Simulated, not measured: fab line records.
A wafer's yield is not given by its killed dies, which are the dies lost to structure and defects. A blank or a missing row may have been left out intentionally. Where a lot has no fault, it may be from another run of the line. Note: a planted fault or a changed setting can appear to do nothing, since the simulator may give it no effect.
fab line records ; flow berkeley-cmos170
record lots=6; wafers=18; last-day=11
route steps=331 shown SILICIDE@214 CONTACT@216
lots that met no fault: from a run of the same line without faults
start-h: hours from the record's opening day to when the first of the lot's shown wafers began ; wait-h: hours since the lot's step before ; " the same as in the row above ; L1.1+2: several wafers, shown together as one row ; - no value present, or no start provided ; * or withheld: withheld ; < > ~ a bound
route shown NAME@n: NAME is a module with steps in the file, n the number in the route of the first one ; usual: mean/standard deviation taken from wafers without a fault ; same: alike in all rows ; chamber/n: place in a boat ; sites: readings site by site ; _std_site: their standard deviation ; _edge_site: the outer-site mean with the inner-site mean subtracted ; radius-mm: for every site, how far away it sits from the centre of the wafer ; mask NAME#n: copy n ; behind: tool/chamber where the wafer was last shaped ; hold: reason for holding the lot/hours on hold/outcome of the hold ; device: which transistor (n, p or np) failed to switch ; end of line: tests run on the same wafers once the route is complete ; a step given without rows: its recipe and nothing more ; killed: dies lost to structure and defects at the first sort, not the wafer's yield ; map: shows each die of a wafer: x if killed, . if not, _ if none is there
set.NAME: the run value of the setting; set.NAME@STEP: its run value at that earlier step ; model.NAME: the simulator's own value behind a step, which no gauge read
certain route steps with their lots: each step a table, each wafer a row
services: when a tool's chamber went out of use (start-h, in hours from the record's first day, below 0 if earlier), for how many hours, and the reason
## steps
# step UCB170_SILICIDE_RTA_04
# recipe temp-c=650; time-s=15; ambient=N2
# usual lamp-power-pct=11.40/0.22; wafer_temp_C_max=653.4/0.67
lot.wafer;tool;chamber;start-h;wait-h;lamp-power-pct;wafer_temp_C_max
L493.1;rtp-anneal-02;0;148.77;0.1;11.17;653.7
L493.4;rtp-anneal-02;0;148.77;0.1;11.15;654.0
L493.5;rtp-anneal-02;0;148.77;0.1;11.17;652.7
L497.1;rtp-anneal-01;0;170.21;0.1;11.60;653.2
L497.2;rtp-anneal-01;0;170.21;0.1;11.61;653.0
L497.6;rtp-anneal-01;0;170.21;0.1;11.60;653.2
L501.2;rtp-anneal-02;0;186.16;0.1;11.16;654.8
L501.5;rtp-anneal-02;0;186.16;0.1;11.16;653.8
L501.6;rtp-anneal-02;0;186.16;0.1;11.16;654.7
L503.2;rtp-anneal-01;0;197.79;0.1;11.59;653.1
L503.4;rtp-anneal-01;0;197.79;0.1;11.59;654.0
L503.6;rtp-anneal-01;0;197.79;0.1;11.61;653.2
L507.1;rtp-anneal-01;0;228.00;0.1;11.59;653.3
L507.4;rtp-anneal-01;0;228.00;0.1;11.60;653.3
L507.5;rtp-anneal-01;0;228.00;0.1;11.60;653.7
L510.2;rtp-anneal-02;0;241.08;0.1;11.16;654.2
L510.3;rtp-anneal-02;0;241.08;0.1;11.17;654.4
L510.6;rtp-anneal-02;0;241.08;0.1;11.19;652.9
# step UCB170_SILICIDE_WET_ETCH_05
# recipe chemistry=SPM; time-s=45; temp-c=120; target=Ti
# step UCB170_CONTACT_CLEAN_00
# recipe chemistry=SPM; temp-c=120; time-s=600
# step UCB170_CONTACT_CVD_01
# recipe material=PSG; target-thk-nm=700; temp-c=450; precursor=SiH4/O2/PH3; time-s=2820; pressure-mtorr=300; sih4-flow-sccm=60; o2-flow-sccm=90; ph3-flow-sccm=25
# step UCB170_CONTACT_THK_MEAS_02
# recipe reads=PSG_of_CONTACT_CVD_01
# usual CONTACT_PSG_THK=694/5.8
lot.wafer;tool;chamber;start-h;wait-h;CONTACT_PSG_THK[nm]
L493.1;film-metro-04;-;152.46;0.0;684
L493.4;film-metro-04;-;152.46;0.0;690
L493.5;film-metro-04;-;152.46;0.0;689
L497.1;film-metro-04;-;172.82;0.0;694
L497.2;film-metro-04;-;172.82;0.0;699
L497.6;film-metro-04;-;172.82;0.0;691
L501.2;film-metro-03;-;188.25;0.1;698
L501.5;film-metro-03;-;188.25;0.1;693
L501.6;film-metro-03;-;188.25;0.1;696
L503.2;film-metro-04;-;201.29;0.0;692
L503.4;film-metro-04;-;201.29;0.0;695
L503.6;film-metro-04;-;201.29;0.0;696
L507.1;film-metro-03;-;230.45;0.0;684
L507.4;film-metro-03;-;230.45;0.0;685
L507.5;film-metro-03;-;230.45;0.0;679
L510.2;film-metro-01;-;243.52;0.0;696
L510.3;film-metro-01;-;243.52;0.0;700
L510.6;film-metro-01;-;243.52;0.0;698
# step UCB170_CONTACT_HMDS_03
# recipe prime-time-s=60; prime-temp-c=100
# step UCB170_CONTACT_COAT_04
# recipe resist=KrF; spin-rpm=1500; resist-thk-nm=900
# step UCB170_CONTACT_SOFTBAKE_05
# recipe resist=KrF; temp-c=130; time-s=60
# step UCB170_CONTACT_STRIP_06
# recipe chemistry=O2; power-w=400; pressure-mtorr=3500; platen-temp-c=withheld; o2-flow-sccm=400; overash-fraction=0.5
# usual drypump-motor-current-A=5.7/0.41; oes-product-au=0.735/0.0044; strip-time-to-endpoint-s=21.94/0.069
lot.wafer;tool;chamber;start-h;wait-h;drypump-motor-current-A;oes-product-au;rf-hours-counter-h;strip-time-to-endpoint-s
L493.1;plasma-asher-02;1;152.97;0.1;5.9;0.735;46;21.97
L493.4;plasma-asher-02;0;152.97;0.1;5.7;0.741;-;22.04
L493.5;plasma-asher-02;1;152.97;0.1;5.9;0.738;-;22.04
L497.1;plasma-asher-02;0;173.42;0.1;5.7;0.737;48;21.88
L497.2;plasma-asher-02;1;173.42;0.1;5.9;0.733;48;21.82
L497.6;plasma-asher-02;1;173.42;0.1;5.9;0.728;-;21.82
L501.2;plasma-asher-04;1;188.75;0.1;5.2;0.733;41;21.92
L501.5;plasma-asher-04;1;188.75;0.1;5.2;0.741;-;21.84
L501.6;plasma-asher-04;0;188.75;0.1;5.4;0.737;-;21.99
L503.2;plasma-asher-02;0;201.79;0.1;5.7;0.732;51;22.06
L503.4;plasma-asher-02;1;201.79;0.1;5.9;0.736;-;21.98
L503.6;plasma-asher-02;1;201.79;0.1;5.9;0.732;-;22.08
L507.1;plasma-asher-02;1;231.00;0.1;5.9;0.731;55;22.02
L507.4;plasma-asher-02;0;231.00;0.1;5.6;0.736;-;22.01
L507.5;plasma-asher-02;1;231.00;0.1;5.9;0.740;-;22.04
L510.2;plasma-asher-02;0;244.38;0.1;5.7;0.743;56;22.05
L510.3;plasma-asher-02;1;244.38;0.1;5.9;0.735;-;21.97
L510.6;plasma-asher-02;0;244.38;0.1;5.7;0.730;-;22.01
# step UCB170_CONTACT_CLEAN_07
# recipe chemistry=SPM; temp-c=120; time-s=600
# step UCB170_CONTACT_RTA_08
# recipe temp-c=900; time-s=10; ambient=N2
# usual lamp-power-pct=26.6/0.51; wafer_temp_C_max=904.8/0.84
lot.wafer;tool;chamber;start-h;wait-h;lamp-power-pct;wafer_temp_C_max
L493.1;rtp-anneal-01;0;153.25;0.0;27.0;903.5
L493.4;rtp-anneal-01;0;153.25;0.0;27.1;904.1
L493.5;rtp-anneal-01;0;153.25;0.0;27.1;904.3
L497.1;rtp-anneal-01;0;173.69;0.0;27.1;904.0
L497.2;rtp-anneal-01;0;173.69;0.0;27.0;903.8
L497.6;rtp-anneal-01;0;173.69;0.0;27.1;904.6
L501.2;rtp-anneal-01;0;189.04;0.0;27.1;904.9
L501.5;rtp-anneal-01;0;189.04;0.0;27.1;904.8
L501.6;rtp-anneal-01;0;189.04;0.0;27.1;905.1
L503.2;rtp-anneal-01;0;202.08;0.0;27.1;904.4
L503.4;rtp-anneal-01;0;202.08;0.0;27.1;904.5
L503.6;rtp-anneal-01;0;202.08;0.0;27.1;905.1
L507.1;rtp-anneal-02;0;231.27;0.0;26.0;904.9
L507.4;rtp-anneal-02;0;231.27;0.0;26.1;904.3
L507.5;rtp-anneal-02;0;231.27;0.0;26.0;904.8
L510.2;rtp-anneal-02;0;244.67;0.0;26.0;904.9
L510.3;rtp-anneal-02;0;244.67;0.0;26.1;904.3
L510.6;rtp-anneal-02;0;244.67;0.0;26.0;903.9
# step UCB170_CONTACT_COAT_09
# recipe resist=BARC; temp-c=withheld; time-s=withheld; spin-rpm=3000; resist-thk-nm=withheld
# step UCB170_CONTACT_COAT_10
# recipe resist=KrF; spin-rpm=1500; resist-thk-nm=900
lot.wafer;tool;chamber;start-h;wait-h;model.KrF_of_CONTACT_COAT_10.thk-nm
L493.1;litho-track-03;0;153;-;899
L493.4;litho-track-03;0;153;-;897.6
L493.5;litho-track-03;0;153;-;896.8
L497.1;litho-track-01;0;173;-;903.9
L497.2;litho-track-01;0;173;-;906.1
L497.6;litho-track-01;0;174;-;904.5
L501.2;litho-track-03;0;189;-;875.9
L501.5;litho-track-03;0;189;-;877.5
L501.6;litho-track-03;0;189;-;876.3
L503.2;litho-track-03;0;202;-;878.5
L503.4;litho-track-03;0;202;-;879.3
L503.6;litho-track-03;0;202;-;881
L507.1;litho-track-01;0;231;-;899.9
L507.4;litho-track-01;0;231;-;898.9
L507.5;litho-track-01;0;231;-;903.5
L510.2;litho-track-01;0;244;-;896.6
L510.3;litho-track-01;0;244;-;897.2
L510.6;litho-track-01;0;244;-;895.8
# step UCB170_CONTACT_SOFTBAKE_11
# recipe resist=KrF; temp-c=130; time-s=60
# step UCB170_CONTACT_EXPOSE_12
# recipe mask-id=CONT; target-cd-nm=700; na=0.5; sigma-outer=0.6; source-shape=conventional; dose-mj=35
# step UCB170_CONTACT_PEB_13
# recipe peb-temp-c=130; peb-time-s=withheld; resist=KrF
# step UCB170_CONTACT_DEVELOP_14
# recipe developer=TMAH; develop-time-s=45; resist=KrF; dev-temp-c=21
# step UCB170_CONTACT_CD_MEAS_15
# recipe target-cd-nm=700
# usual cd-nm=700.1/1.2
lot.wafer;tool;chamber;start-h;wait-h;cd-nm
L493.1;cd-sem-01;-;154.62;-;701.3
L493.4;cd-sem-01;-;154.62;-;701.9
L493.5;cd-sem-01;-;154.62;-;700.7
L497.1;cd-sem-01;-;174.74;-;701.0
L497.2;cd-sem-01;-;174.74;-;701.4
L497.6;cd-sem-01;-;174.74;-;700.8
L501.2;cd-sem-01;-;190.08;-;702.5
L501.5;cd-sem-01;-;190.08;-;699.1
L501.6;cd-sem-01;-;190.08;-;701.9
L503.2;cd-sem-02;-;203.24;-;700.1
L503.4;cd-sem-02;-;203.24;-;698.6
L503.6;cd-sem-02;-;203.24;-;698.3
L507.1;cd-sem-02;-;232.18;-;700.6
L507.4;cd-sem-02;-;232.18;-;700.5
L507.5;cd-sem-02;-;232.18;-;699.8
L510.2;cd-sem-01;-;245.92;-;698.6
L510.3;cd-sem-01;-;245.92;-;698.6
L510.6;cd-sem-01;-;245.92;-;699.1
# step UCB170_CONTACT_OVL_MEAS_16
# usual CONTACT_OVL=1/4.9
lot.wafer;tool;chamber;start-h;wait-h;CONTACT_OVL[nm]
L493.1;overlay-01;-;154.74;0.1;1
L493.4;overlay-01;-;154.74;0.1;3
L493.5;overlay-01;-;154.74;0.1;4
L497.1;overlay-02;-;174.86;0.1;1
L497.2;overlay-02;-;174.86;0.1;1
L497.6;overlay-02;-;174.86;0.1;7
L501.2;overlay-02;-;190.19;0.1;-2
L501.5;overlay-02;-;190.19;0.1;2
L501.6;overlay-02;-;190.19;0.1;-3
L503.2;overlay-01;-;203.34;0.1;10
L503.4;overlay-01;-;203.34;0.1;5
L503.6;overlay-01;-;203.34;0.1;7
L507.1;overlay-02;-;232.30;0.1;0
L507.4;overlay-02;-;232.30;0.1;-1
L507.5;overlay-02;-;232.30;0.1;3
L510.2;overlay-01;-;246.02;0.1;1
L510.3;overlay-01;-;246.02;0.1;0
L510.6;overlay-01;-;246.02;0.1;4
# step UCB170_CONTACT_ETCH_17
# recipe chemistry=N2/H2; target-depth-a=withheld; overetch-a=withheld; target=BARC; time-s=withheld; source-w=500; bias-w=100; pressure-mtorr=30; n2-flow-sccm=100; h2-flow-sccm=200
# usual drypump-motor-current-A=5.5/0.43; oes-product-au=0.994/0.017; throttle-valve-pct=13.26/0.16
lot.wafer;tool;chamber;start-h;wait-h;drypump-motor-current-A;oes-product-au;throttle-valve-pct
L493.1;rie-diel-02;1;154.77;0.0;5.4;1.010;13.25
L493.4;rie-diel-02;3;154.77;0.0;5.5;0.994;13.19
L493.5;rie-diel-02;0;154.77;0.0;5.0;1.000;13.05
L497.1;rie-diel-04;0;174.90;0.0;5.2;0.980;13.41
L497.2;rie-diel-04;2;174.90;0.0;6.6;1.002;13.45
L497.6;rie-diel-04;1;174.90;0.0;5.3;0.970;13.39
L501.2;rie-diel-04;3;190.22;0.0;5.2;1.004;13.41
L501.5;rie-diel-04;0;190.22;0.0;5.2;0.971;13.41
L501.6;rie-diel-04;3;190.22;0.0;5.2;1.001;13.43
L503.2;rie-diel-02;3;203.37;0.0;5.5;0.977;13.17
L503.4;rie-diel-02;1;203.37;0.0;5.4;1.010;13.21
L503.6;rie-diel-02;3;203.37;0.0;5.5;0.973;13.19
L507.1;rie-diel-04;1;232.34;0.0;5.3;0.969;13.37
L507.4;rie-diel-04;3;232.34;0.0;5.2;0.991;13.41
L507.5;rie-diel-04;2;232.34;0.0;6.6;0.995;13.46
L510.2;rie-diel-04;1;246.05;0.0;5.3;0.962;13.37
L510.3;rie-diel-04;0;246.05;0.0;5.2;0.964;13.41
L510.6;rie-diel-04;1;246.05;0.0;5.3;0.970;13.38
# step UCB170_CONTACT_ETCH_18
# recipe chemistry=CHF3/CF4/Ar; target=PSG; stop-on=TiSi2; CHF3_flow_sccm=45; cf4-flow-sccm=15; Ar_flow_sccm=150; pressure-mtorr=200; rf-w=700; target-depth-a=8400; over-etch-frac=0.2; time-s=195
# usual drypump-motor-current-A=5.5/0.42; oes-product-au=0.883/0.014; throttle-valve-pct=6.89/0.12
# same over-etch-frac=0.2
lot.wafer;tool;chamber;start-h;wait-h;drypump-motor-current-A;oes-product-au;rf-hours-counter-h;throttle-valve-pct;model.KrF_of_CONTACT_COAT_10.thk-nm
L493.1;rie-diel-02;1;-;-;5.4;0.883;116;6.90;686.5
L493.4;rie-diel-02;3;-;-;5.5;0.865;-;6.84;686.2
L493.5;rie-diel-02;0;-;-;5.0;0.878;-;6.78;687.6
L497.1;rie-diel-04;0;-;-;5.2;0.866;15;7.06;697.7
L497.2;rie-diel-04;2;-;-;6.6;0.891;138;7.04;700.9
L497.6;rie-diel-04;1;-;-;5.3;0.869;-;7.01;696.8
L501.2;rie-diel-04;3;-;-;5.2;0.877;1;6.94;667.1
L501.5;rie-diel-04;0;-;-;5.2;0.863;-;7.06;669
L501.6;rie-diel-04;3;-;-;5.2;0.878;-;6.96;665.1
L503.2;rie-diel-02;3;-;-;5.5;0.861;141;6.83;667.8
L503.4;rie-diel-02;1;-;-;5.4;0.894;118;6.90;667.3
L503.6;rie-diel-02;3;-;-;5.5;0.868;-;6.85;671.5
L507.1;rie-diel-04;1;-;-;5.3;0.864;124;7.00;691.3
L507.4;rie-diel-04;3;-;-;5.2;0.875;3;6.93;690.2
L507.5;rie-diel-04;2;-;-;6.6;0.881;-;7.03;696.9
L510.2;rie-diel-04;1;-;-;5.3;0.872;125;6.98;685.4
L510.3;rie-diel-04;0;-;-;5.2;0.870;19;7.07;685.5
L510.6;rie-diel-04;1;-;-;5.3;0.868;-;7.00;683.4
# step UCB170_CONTACT_STRIP_19
# recipe chemistry=O2; power-w=400; pressure-mtorr=3500; platen-temp-c=withheld; o2-flow-sccm=400; overash-fraction=0.5
# usual drypump-motor-current-A=5.6/0.39; oes-product-au=0.726/0.0039
lot.wafer;tool;chamber;start-h;wait-h;drypump-motor-current-A;oes-product-au;rf-hours-counter-h
L493.1;plasma-asher-04;0;154.94;-;5.4;0.727;37
L493.4;plasma-asher-04;0;154.94;-;5.4;0.720;-
L493.5;plasma-asher-04;0;154.94;-;5.5;0.723;-
L497.1;plasma-asher-01;0;175.07;-;5.1;0.719;6
L497.2;plasma-asher-01;1;175.07;-;6.2;0.725;6
L497.6;plasma-asher-01;0;175.07;-;5.1;0.722;-
L501.2;plasma-asher-01;0;190.38;-;5.1;0.732;8
L501.5;plasma-asher-01;1;190.38;-;6.2;0.721;-
L501.6;plasma-asher-01;0;190.38;-;5.1;0.731;-
L503.2;plasma-asher-01;0;203.54;-;5.1;0.724;10
L503.4;plasma-asher-01;0;203.54;-;5.1;0.730;-
L503.6;plasma-asher-01;0;203.54;-;5.1;0.718;-
L507.1;plasma-asher-01;0;232.50;-;5.1;0.722;13
L507.4;plasma-asher-01;1;232.50;-;6.3;0.719;-
L507.5;plasma-asher-01;1;232.50;-;6.2;0.725;-
L510.2;plasma-asher-02;0;246.22;-;5.7;0.722;57
L510.3;plasma-asher-02;0;246.22;-;5.7;0.728;-
L510.6;plasma-asher-02;1;246.22;-;5.9;0.726;-
## services
tool;chamber;start-h;hours;kind
plasma-asher-01;-;129.42;0.8;repair
plasma-asher-04;-;137.57;0.8;repair
rie-diel-02;2;142.52;12.7;repair
rie-diel-04;3;143.31;-;clean
rie-diel-04;3;143.31;18.6;scheduled-down
rie-diel-04;3;143.31;18.6;vent-cycle
rie-diel-02;3;188.18;9.8;repair
rtp-anneal-01;-;215.48;2.0;pm
rie-diel-04;3;217.79;7.2;repair
rie-diel-02;3;222.04;-;clean
rie-diel-02;3;222.04;20.6;scheduled-down
rie-diel-02;3;222.04;20.6;vent-cycle
rie-diel-04;2;233.83;-;clean
rie-diel-04;2;233.83;24.1;scheduled-down
rie-diel-04;2;233.83;24.1;vent-cycle
## key
first-sign none at tools or gauges
model-effect step=UCB170_CONTACT_COAT_10; value=KrF_of_CONTACT_COAT_10.thk-nm; without=899.1; struck=878.1
model-effect step=UCB170_CONTACT_ETCH_18; value=KrF_of_CONTACT_COAT_10.thk-nm; without=689; struck=668
met-at UCB170_CONTACT_COAT_10
struck-wafers L501.2,L501.5,L501.6,L503.2,L503.4,L503.6
tester-left-out L501,L503
onset-between 153 189
also-fits UCB170_CONTACT_RTA_08:rtp-anneal-01
fault kind=process-parameter-drift; tool=litho-track-03; chamber=-; onset-h=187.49; steps=UCB170_CONTACT_COAT_10; channel=resist-thk-nm; offset=*; shape=step; end-h=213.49; acts-in=*; stated=*
# tester-left-out: of these lots the tester's yield and bins aren't shown, on N5 and GAA mostly nor the transistor test; their killed dies are dies lost to structure and defects alone, not to doping, threshold or leakage, so they don't give the yield
